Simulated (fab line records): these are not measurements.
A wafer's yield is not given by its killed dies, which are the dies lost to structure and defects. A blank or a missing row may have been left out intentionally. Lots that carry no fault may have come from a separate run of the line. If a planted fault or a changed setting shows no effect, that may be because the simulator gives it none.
Which of the tools did it? ; flow berkeley_cmos170 ; Sampling: 14 lots, 42 wafers, 2 of 331 route steps

## WHAT THE GAUGES SHOWED, per wafer
UCB170_V1_CD_MEAS_12: the cd target is 700 nm.
lot;measured;on;cd_nm (nm)
L902;day 8 17:44;cd_sem-01;699.4 700.1 700.9
L903;day 9 07:07;cd_sem-02;698.3 698.8 699.4
L904;day 9 09:02;cd_sem-01;699.5 699.4 700.0
L906;day 9 22:11;cd_sem-01;697.1 698.3 697.5
L907;day 9 22:27;cd_sem-02;700.6 699.7 698.7
L910;day 10 07:05;cd_sem-01;699.8 702.0 701.3
L908;day 10 09:10;cd_sem-01;698.3 700.0 699.9
L914;day 11 19:07;cd_sem-01;694.3 693.6 694.2
L915;day 11 19:58;cd_sem-02;702.1 701.3 703.1
L918;day 12 04:29;cd_sem-01;694.9 693.3 694.1
L920;day 12 04:43;cd_sem-01;698.2 698.6 697.2
L919;day 12 06:32;cd_sem-01;701.1 701.8 701.3
L921;day 12 22:29;cd_sem-01;698.8 698.3 699.1
L923;day 12 23:07;cd_sem-01;700.6 701.4 702.2

## WHICH TOOL RAN EACH LOT (tool, then ch and the chambers of the sampled wafers, then the start)
lot;UCB170_V1_COAT_07
L902;litho_track-02 ch 0, day 8 16:27
L903;litho_track-03 ch 0, day 9 06:19
L904;litho_track-04 ch 0, day 9 07:58
L906;litho_track-04 ch 0, day 9 21:28
L907;litho_track-03 ch 0, day 9 21:36
L910;litho_track-04 ch 0, day 10 06:04
L908;litho_track-02 ch 0, day 10 07:47
L914;litho_track-03 ch 0, day 11 18:18
L915;litho_track-02 ch 0, day 11 18:37
L918;litho_track-03 ch 0, day 12 03:30
L920;litho_track-04 ch 0, day 12 03:55
L919;litho_track-04 ch 0, day 12 05:10
L921;litho_track-02 ch 0, day 12 21:41
L923;litho_track-02 ch 0, day 12 22:12
- UCB170_V1_COAT_07: resist thk 900 nm.

## WHAT THE TOOLS THEMSELVES READ (means of the sampled wafers that have a number; where no wafer has one, the mark that the record gives instead)
The record holds no such reading with a usual standard deviation.

## THE ANSWER, worked out from the rows above alone
Rule: usual is defined by the lots themselves. Put in order of their means at a reading, lots are off if they are a third of the lots or fewer, leave a main group of 4 or more, and stand apart from it by a gap of 3 or more times the standard deviation of the main group's means; of several such gaps the widest counts. If all means in a main group match to the digits the tables above print for the reading, that group is not used. Also off: a lot with no number at a reading for which 4 or more lots have one. All remaining lots with rows at the step are treated as sound. After the gauges, taken in route order, come the tools' own readings; for these a lot's mean is taken, as printed above. The first step at which some lot is off is used, and at that step the reading that is off furthest; a lot without a number counts as furthest.
No lot is off on any of the readings shown, so nothing can be concluded from this.

## WHAT THE SIMULATOR HAD INSERTED
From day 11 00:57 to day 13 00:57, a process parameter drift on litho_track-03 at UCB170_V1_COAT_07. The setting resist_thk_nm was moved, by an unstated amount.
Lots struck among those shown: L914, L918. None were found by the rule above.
